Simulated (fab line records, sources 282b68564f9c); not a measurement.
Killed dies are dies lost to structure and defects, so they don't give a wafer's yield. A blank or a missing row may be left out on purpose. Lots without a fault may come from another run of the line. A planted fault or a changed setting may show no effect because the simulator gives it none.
Problem report in the 8D (eight disciplines) form, filled by code | flow rit_cmos | the parts of the form that need people (team, actions taken, sign-off) are left out

1. THE PROBLEM
SPACER_NITRIDE_THK at RIT_SPACER_THK_MEAS_04 reads a mean of 229.4 nm on 9 wafers of 3 lots; wafers without a fault read 249.4 nm with a standard deviation of 2.5. That is -8.0 standard deviations from the usual mean.
First seen on wafer L491.1, day 5 00:07, on film_metro-01. The record holds 45 wafers of 15 lots with a number at this step. Rule for "out", or "out of limits": more than 4 standard deviations from the usual mean. The other wafers with a number count as sound.

2. WHAT IT IS AND WHAT IT IS NOT
question                    | is                     | is not
which readings at this step | SPACER_NITRIDE_THK     | -
which lots                  | L491, L492, L494       | L482, L483, L484, L485, L486, L487, L488, L489, L490, L500, L501, L505
which wafers of those lots  | all that have a number | -
read on which gauges        | film_metro-01          | film_metro-03, film_metro-04
when                        | from day 5 00:07       | up to then (27 sound wafers); but 9 sound wafers of L500, L501, L505 came after

3. SUSPECTS, AND WHAT RULES EACH OUT
Counting: a tool at a process step up to the reading stays a suspect if it ran every lot that is out and no sound lot after the first of them.
- the gauge at RIT_SPACER_THK_MEAS_04: kept. All the wafers that are out were read on film_metro-01, and no step on other tools shows them out.
- lpcvd-02 at RIT_SPACER_CVD_03 (deposits Si3N4 from SiH2Cl2/NH3, target thk 250 nm, time 3300 s): kept. It ran every lot that is out, first L491 (day 4 22:12), and no sound lot after that; its last sound lot up to then is L490 (day 4 16:58).
Left after counting: lpcvd-02 at RIT_SPACER_CVD_03, film_metro-01 at RIT_SPACER_THK_MEAS_04.

4. THE CAUSE (what the simulator had put in)
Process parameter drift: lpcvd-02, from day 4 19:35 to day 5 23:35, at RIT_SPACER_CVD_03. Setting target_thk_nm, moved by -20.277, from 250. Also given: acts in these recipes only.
Counting left 2 suspects, and this tool is among them.

5. THE CHAIN OF EFFECTS, in route order
Each row: a reading whose mean over the struck wafers that have a number lies more than 3 standard deviations from the usual. Only readings for which the record gives a usual standard deviation are gone through. hours: the time from each lot's start at the first step in this table that gives one to its start at this step, as a median over the lots. sigmas: the change in usual standard deviations.
hours | step                   | reading            | usual      | on struck wafers | change | sigmas
0     | RIT_SPACER_THK_MEAS_04 | SPACER_NITRIDE_THK | 249.4 nm   | 229.4            | -20.0  | -8.0
0     | RIT_SPACER_ETCHBACK_05 | oes_product_au     | 0.844 a.u. | 0.792            | -0.052 | -3.5
The process steps in it:
- RIT_SPACER_ETCHBACK_05: etches Si3N4 in SF6/CHF3, stops on SiO2, target depth 250 nm, time 240 s.

6. WHAT WOULD HAVE CAUGHT IT SOONER
In this record the first reading out of limits at a measuring or inspecting step was taken at day 5 00:07, 5 hours after the fault began at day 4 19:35.
Of the tool readings at RIT_SPACER_CVD_03 for which the record gives a usual standard deviation, none was out on any struck wafer, so an alarm limit of 4 standard deviations on them would not have fired.
Of the lots that are out (3), L492, L494 began RIT_SPACER_CVD_03 on lpcvd-02 after day 5 00:07. A hold on the tool at that time would have spared those 2.
